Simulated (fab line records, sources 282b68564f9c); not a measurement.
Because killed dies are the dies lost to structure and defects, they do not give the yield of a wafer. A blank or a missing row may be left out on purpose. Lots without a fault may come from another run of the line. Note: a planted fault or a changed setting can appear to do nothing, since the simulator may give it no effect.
Comparing a struck lot with a sound one :: flow rit_cmos :: 18 out of 202 route steps
Sound: the wafers L478.1, L478.5, L478.6. The struck wafers were L493.2, L493.4, L493.5. At the end, the cause is stated.
Per side, at each step with rows, come the tool, then ch with its chambers, and then its first start. Under that, the readings that differ: sound wafers :: struck wafers :: difference of the means :: sigmas: that difference in standard deviations of wafers without a fault.
alike: a reading whose means differ by less than 2 such deviations, as well as words and numbers matching on both sides. not compared: withheld readings; readings where some wafer has no value; bounds like >300 that might hide an equal value; numbers whose values overlap and for which the record gives no deviation.
A row with sigmas, a row that says differs or no value, or rows on one side alone: a step with any of these is where the two part. When numbers do not overlap yet have no deviation, they are printed without sigmas and do not part them. A reading missing from all wafers of one side parts the sides only when that side holds two or more wafers.

first, 1 step without rows for these wafers: RIT_PWELL_DEVELOP_05 (develop time 68 s).
RIT_PWELL_OVL_MEAS_06:
  struck on overlay-01, day 5 17:37; sound on overlay-02, day 2 17:59
  alike: PWELL_OVL
then, 2 steps without rows for these wafers: RIT_PWELL_HARDBAKE_07 (time 120 s); RIT_PWELL_IMPLANT_08.
RIT_PWELL_STRIP_09: strips in O2, time 180 s.
  sound on plasma_asher-04 ch 0,1, day 2 18:26; struck on plasma_asher-03 ch 0, day 5 18:02
  alike: drypump_motor_current_A
  not compared: rf_hours_counter_h
RIT_PWELL_TW_MEAS_10:
  struck on film_metro-04, day 5 18:13; sound on film_metro-02, day 2 18:36
  alike: PWELL_TW
then, 1 step without rows for these wafers: RIT_WELLDRIVE_ANNEAL_00 (time 14700 s).
RIT_WELLDRIVE_RS_MEAS_01: measures by four-point-probe.
  struck on film_metro-02, day 5 23:22; sound on film_metro-02, day 3 03:34
  alike: NWELL_RS
RIT_WELLDRIVE_RS_MEAS_02: measures by four-point-probe.
  struck on film_metro-02, day 5 23:29; sound on film_metro-02, day 3 03:41
  alike: PWELL_RS
then, 3 steps without rows for these wafers: RIT_NRETRO_HMDS_00 (prime time 60 s); RIT_NRETRO_COAT_01 (resist thk 1300 nm); RIT_NRETRO_SOFTBAKE_02 (time 60 s).
RIT_NRETRO_EXPOSE_03: exposes mask M4, target cd 43900 nm.
  sound on iline_stepper-02 ch 0, day 3 04:15; struck on iline_stepper-02 ch 0, day 6 00:11
  alike: mask
then, 2 steps without rows for these wafers: RIT_NRETRO_PEB_04; RIT_NRETRO_DEVELOP_05 (develop time 68 s).
RIT_NRETRO_OVL_MEAS_06:
  struck on overlay-01, day 6 00:36; sound on overlay-01, day 3 04:41
reading: NRETRO_OVL (nm)
sound: 0.5 0.3 1.1
struck: -6.6 -5.6 -6.4
difference: -6.8
sigmas: -4
then, 1 step without rows for these wafers: RIT_NRETRO_HARDBAKE_07 (time 120 s).
RIT_M1_PROBE_99:
  only the struck wafers here have rows in the record (prober-01, day 7 04:13); the sound ones have none

== WHERE THEY PART ==
Earliest at RIT_NRETRO_OVL_MEAS_06; latest, in this record, at RIT_M1_PROBE_99.

WHY: whatever the simulator had introduced
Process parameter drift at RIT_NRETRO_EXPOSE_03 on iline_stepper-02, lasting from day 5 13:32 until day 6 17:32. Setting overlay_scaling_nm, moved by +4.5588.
